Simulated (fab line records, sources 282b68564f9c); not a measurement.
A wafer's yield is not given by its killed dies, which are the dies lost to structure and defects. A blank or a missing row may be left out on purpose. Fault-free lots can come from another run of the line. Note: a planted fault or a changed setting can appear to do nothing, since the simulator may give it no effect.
fab line records | flow rit_cmos
record: lots: 14 wafers: 42 last_day: 6
route steps=202 shown CONTACT@175 M1@202
lots untouched by any fault: they come from a run of this same line in which no faults occurred
start_h: start of the lot's first displayed wafer, in hours after the record's first day | wait_h: time in hours since the lot's previous step | " unchanged from the row above | L1.1+2: a single row standing in for several wafers | - either no value or no given start | * or withheld: withheld | < > ~ a bound
route shown NAME@n: a module of which the file shows steps, and the number in the route of the first | usual: the fault-free wafers' mean and standard deviation | same: alike in all rows | chamber/n: place in a boat | sites: per-site readings | _std_site: the standard deviation of these | _edge_site: inner sites' mean taken away from outer sites' mean | radius_mm: for every site, how far away it sits from the centre of the wafer | mask NAME#n: copy n | behind: the most recent tool/chamber to have shaped the wafer | hold: the reason the lot was held/the length of the hold in hours/how it ended | device: whichever transistor did not switch (one of n, p or np) | end of line: the same wafers' tests at the end of the route | step lacking rows: just its recipe | killed: count of dies lost to structure and defects at first sort (not the wafer's yield) | map: dies across one wafer; x = killed, . = not, _ = none there
set.NAME: the run value of the setting; set.NAME@STEP: its run value at that earlier step | model.NAME: the simulator's own value behind a step, which no gauge read
the route's steps for a sample of lots (tables are steps, rows are wafers)
== steps ==
step: RIT_CONTACT_DEVELOP_07
recipe: resist: NOVOLAK develop_time_s: 120 dev_temp_c: 23
usual: exhaust_pa: 45.0/0.81
columns lot.wafer tool chamber start_h wait_h exhaust_pa
L461.2 litho_track-02 0 53 - 46.3
L461.4 " 0 " " 44.7
L461.6 " 0 54 - 45.7
L462.3 litho_track-01 0 56 - 45.2
L462.5 " 0 " " 45.1
L462.6 " 0 " " 44.6
L463.1 litho_track-03 0 61 - 45.6
L463.2 " 0 " " 45.4
L463.5 " 0 " " 47.2
L464.1 litho_track-02 0 67 - 45.5
L464.2 " 0 " " 45.9
L464.3 " 0 " " 46.2
L465.1 litho_track-01 0 71 - 45.4
L465.2 " 0 " " 43.1
L465.6 " 0 " " 45.1
L466.2 litho_track-03 0 77 - 43.8
L466.3 " 0 " " 45.7
L466.4 " 0 " " 46.3
L469.3 litho_track-03 0 96 - 44.3
L469.4 " 0 " " 45.0
L469.5 " 0 " " 43.5
L473.1 litho_track-02 0 113 - 44.6
L473.5 " 0 " " 43.4
L473.6 " 0 " " 44.6
L474.1 litho_track-02 0 117 - 45.4
L474.3 " 0 " " 44.4
L474.4 " 0 " " 45.9
L475.1 litho_track-03 0 125 - 44.7
L475.2 " 0 " " 44.9
L475.4 " 0 " " 45.7
L477.1 litho_track-03 0 133 - 45.0
L477.3 " 0 " " 44.5
L477.5 " 0 " " 45.2
L478.1 litho_track-03 0 137 - 45.2
L478.3 " 0 " " 45.6
L478.6 " 0 " " 44.5
L479.1 litho_track-03 0 144 - 44.3
L479.5 " 0 " " 44.7
L479.6 " 0 " " 44.6
L480.1 litho_track-03 0 147 - 46.2
L480.2 " 0 " " 46.0
L480.5 " 0 " " 44.7
step: RIT_CONTACT_CD_MEAS_08
recipe: target_cd_nm: 1000
usual: cd_nm: 1000.1/1.9
columns lot.wafer tool chamber start_h wait_h cd_nm
L461.2 cd_sem-02 - 54.08 - 1000.5
L461.4 " - " " 1000.3
L461.6 " - " " 999.2
L462.3 cd_sem-02 - 56.35 - 998.4
L462.5 " - " " 997.3
L462.6 " - " " 998.8
L463.1 cd_sem-02 - 61.38 - 999.8
L463.2 " - " " 998.0
L463.5 " - " " 999.5
L464.1 cd_sem-01 - 68.09 - 998.8
L464.2 " - " " 999.2
L464.3 " - " " 998.8
L465.1 cd_sem-01 - 71.56 - 1002.9
L465.2 " - " " 1000.3
L465.6 " - " " 1003.2
L466.2 cd_sem-02 - 77.41 - 1003.1
L466.3 " - " " 1003.3
L466.4 " - " " 1006.9
L469.3 cd_sem-02 - 96.32 - 999.0
L469.4 " - " " 999.9
L469.5 " - " " 999.7
L473.1 cd_sem-01 - 113.43 - 1034.3
L473.5 " - " " 1031.3
L473.6 " - " " 1032.2
L474.1 cd_sem-02 - 117.89 - 1025.7
L474.3 " - " " 1022.0
L474.4 " - " " 1023.5
L475.1 cd_sem-02 - 125.51 - 998.8
L475.2 " - " " 1001.1
L475.4 " - " " 1000.1
L477.1 cd_sem-01 - 133.41 - 1001.6
L477.3 " - " " 1001.2
L477.5 " - " " 1003.4
L478.1 cd_sem-02 - 137.42 - 999.3
L478.3 " - " " 999.9
L478.6 " - " " 999.3
L479.1 cd_sem-02 - 144.47 - 1001.7
L479.5 " - " " 1001.7
L479.6 " - " " 1001.4
L480.1 cd_sem-01 - 147.86 - 1000.2
L480.2 " - " " 998.9
L480.5 " - " " 1002.0
step: RIT_M1_PROBE_99
usual: killed_at_contacts: 0.1/0.24 killed_at_front_end: 7/3.1 killed_dies: 7/3.1 killed_on_rim: 1.8/1.4 killed_open: 3.3/2 killed_short: 3.4/2.1
same: gross_dies: 264 killed_at_M0_to_M3: 0 killed_at_M4_up: 0 killed_at_back_side: 0 killed_at_other: 0
columns lot.wafer tool chamber start_h wait_h killed_at_contacts killed_at_front_end killed_dies killed_on_rim killed_open killed_short
L463.1 prober-01 - 67.47 0.1 0 13 13 3 7 6
L463.2 prober-01 - 67.52 0.1 0 6 6 3 4 2
L463.5 prober-01 - 67.67 0.2 0 7 7 3 3 4
L466.2 prober-02 - 82.81 0.1 0 12 12 4 4 8
L466.3 prober-02 - 82.86 0.2 0 11 11 3 4 7
L466.4 prober-02 - 82.91 0.2 0 5 5 1 2 3
L469.3 prober-01 - 102.26 0.2 0 7 7 2 2 5
L469.4 prober-01 - 102.31 0.2 0 9 9 2 6 3
L469.5 prober-01 - 102.36 0.2 0 5 5 1 1 4
L473.1 prober-02 - 119.16 0.1 0 6 6 0 2 4
L473.5 prober-02 - 119.36 0.2 0 10 10 3 5 5
L473.6 prober-02 - 119.41 0.2 0 4 4 1 3 1
L474.1 prober-01 - 123.67 0.1 0 4 4 2 2 2
L474.3 prober-01 - 123.77 0.2 1 11 12 2 4 8
L474.4 prober-01 - 123.82 0.2 0 7 7 2 3 4
L475.1 prober-02 - 130.80 0.1 0 6 6 1 4 2
L475.2 prober-02 - 130.85 0.1 0 5 5 1 3 2
L475.4 prober-02 - 130.95 0.2 0 13 13 2 7 6
L479.1 prober-02 - 149.87 0.1 0 5 5 1 2 3
L479.5 prober-02 - 150.07 0.2 0 6 6 0 2 4
L479.6 prober-02 - 150.12 0.2 1 4 5 1 3 2
killed by level:class
L463.1 GATE:geometric_particle:open=4 GATE:geometric_particle:short=3 FOX1:geometric_particle:open=1 FOX1:geometric_particle:short=1 FOX2:geometric_particle:open=1 REOX:geometric_particle:short=1 SPACER:geometric_particle:short=1 SILICIDE:geometric_particle:open=1
L463.2 FOX2:geometric_particle:open=2 GATE:geometric_particle:short=1 GATE:geometric_particle:open=1 REOX:geometric_particle:short=1 SILICIDE:geometric_particle:open=1
L463.5 REOX:geometric_particle:open=2 FOX2:geometric_particle:short=1 FOX2:geometric_particle:open=1 GATE:geometric_particle:short=1 SPACER:geometric_particle:short=1 SILICIDE:geometric_particle:short=1
L466.2 FOX2:geometric_particle:short=3 GATE:geometric_particle:short=3 GATE:geometric_particle:open=2 FOX1:geometric_particle:short=1 FOX2:geometric_particle:open=1 SILICIDE:geometric_particle:open=1 SILICIDE:geometric_particle:short=1
L466.3 FOX2:geometric_particle:short=3 FOX2:geometric_particle:open=2 GATE:geometric_particle:open=2 SILICIDE:geometric_particle:short=2 FOX1:geometric_particle:short=1 GATE:geometric_particle:short=1
L466.4 REOX:geometric_particle:short=1 SPACER:geometric_particle:short=1 SPACER:geometric_particle:open=1 SILICIDE:geometric_particle:open=1 SILICIDE:geometric_particle:short=1
L469.3 GATE:geometric_particle:short=3 GATE:geometric_particle:open=1 REOX:geometric_particle:short=1 REOX:geometric_particle:open=1 SPACER:geometric_particle:short=1
L469.4 GATE:geometric_particle:open=3 FOX1:geometric_particle:open=2 GATE:geometric_particle:short=2 SPACER:geometric_particle:short=1 SILICIDE:geometric_particle:open=1
L469.5 SPACER:geometric_particle:short=2 FOX2:geometric_particle:short=1 GATE:geometric_particle:short=1 SPACER:geometric_particle:open=1
L473.1 GATE:geometric_particle:short=2 FOX1:geometric_particle:open=1 REOX:geometric_particle:short=1 SILICIDE:geometric_particle:short=1 SILICIDE:geometric_particle:open=1
L473.5 GATE:geometric_particle:open=4 FOX1:geometric_particle:short=1 GATE:geometric_particle:short=1 REOX:geometric_particle:short=1 SPACER:geometric_particle:short=1 SPACER:geometric_particle:open=1 SILICIDE:geometric_particle:short=1
L473.6 FOX1:geometric_particle:open=2 GATE:geometric_particle:open=1 SILICIDE:geometric_particle:short=1
L474.1 FOX2:geometric_particle:short=1 GATE:geometric_particle:open=1 REOX:geometric_particle:short=1 SPACER:geometric_particle:open=1
L474.3 GATE:geometric_particle:short=4 REOX:geometric_particle:open=2 FOX1:geometric_particle:short=1 GATE:geometric_particle:open=1 REOX:geometric_particle:short=1 SPACER:geometric_particle:open=1 SILICIDE:geometric_particle:short=1 CONTACT:geometric_particle:short=1
L474.4 GATE:geometric_particle:open=3 GATE:geometric_particle:short=2 FOX1:geometric_particle:short=1 REOX:geometric_particle:short=1
L475.1 SILICIDE:geometric_particle:open=4 GATE:geometric_particle:short=2
L475.2 FOX1:geometric_particle:short=1 GATE:geometric_particle:open=1 REOX:geometric_particle:open=1 SPACER:geometric_particle:open=1 SILICIDE:geometric_particle:short=1
L475.4 GATE:geometric_particle:short=3 GATE:geometric_particle:open=2 REOX:geometric_particle:open=2 SILICIDE:geometric_particle:open=2 FOX1:geometric_particle:short=1 REOX:geometric_particle:short=1 SPACER:geometric_particle:open=1 SPACER:geometric_particle:short=1
L479.1 GATE:geometric_particle:open=2 GATE:geometric_particle:short=1 REOX:geometric_particle:short=1 SILICIDE:geometric_particle:short=1
L479.5 GATE:geometric_particle:short=2 FOX2:geometric_particle:short=1 SPACER:geometric_particle:open=1 SILICIDE:geometric_particle:short=1 SILICIDE:geometric_particle:open=1
L479.6 GATE:geometric_particle:open=1 GATE:geometric_particle:short=1 REOX:geometric_particle:open=1 SILICIDE:geometric_particle:short=1 CONTACT:geometric_particle:open=1
== key ==
first_sign: step: RIT_CONTACT_CD_MEAS_08 reading: cd_nm direction: up sigmas: 15 usual: 1000.1 struck: 1028.2 through: control_loop
effect none on later readings
met_at RIT_CONTACT_DEVELOP_07
struck_lots L473,L474
tester_left_out L473,L474
loop_trim: step: RIT_CONTACT_EXPOSE_05 setting: dose lots: L474
onset_between 67 113
fault: kind: process_parameter_drift tool: litho_track-02 chamber: - onset_h: 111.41 steps: RIT_CONTACT_DEVELOP_07 channel: develop_time_s offset: * shape: step end_h: 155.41 acts_in: * stated: *
tester_left_out: of these lots the tester's yield and bins aren't shown, on N5 and GAA mostly nor the transistor test; their killed dies are dies lost to structure and defects alone, not to doping, threshold or leakage, so they don't give the yield
loop_trim: a control loop set the setting to another value than it would have without faults
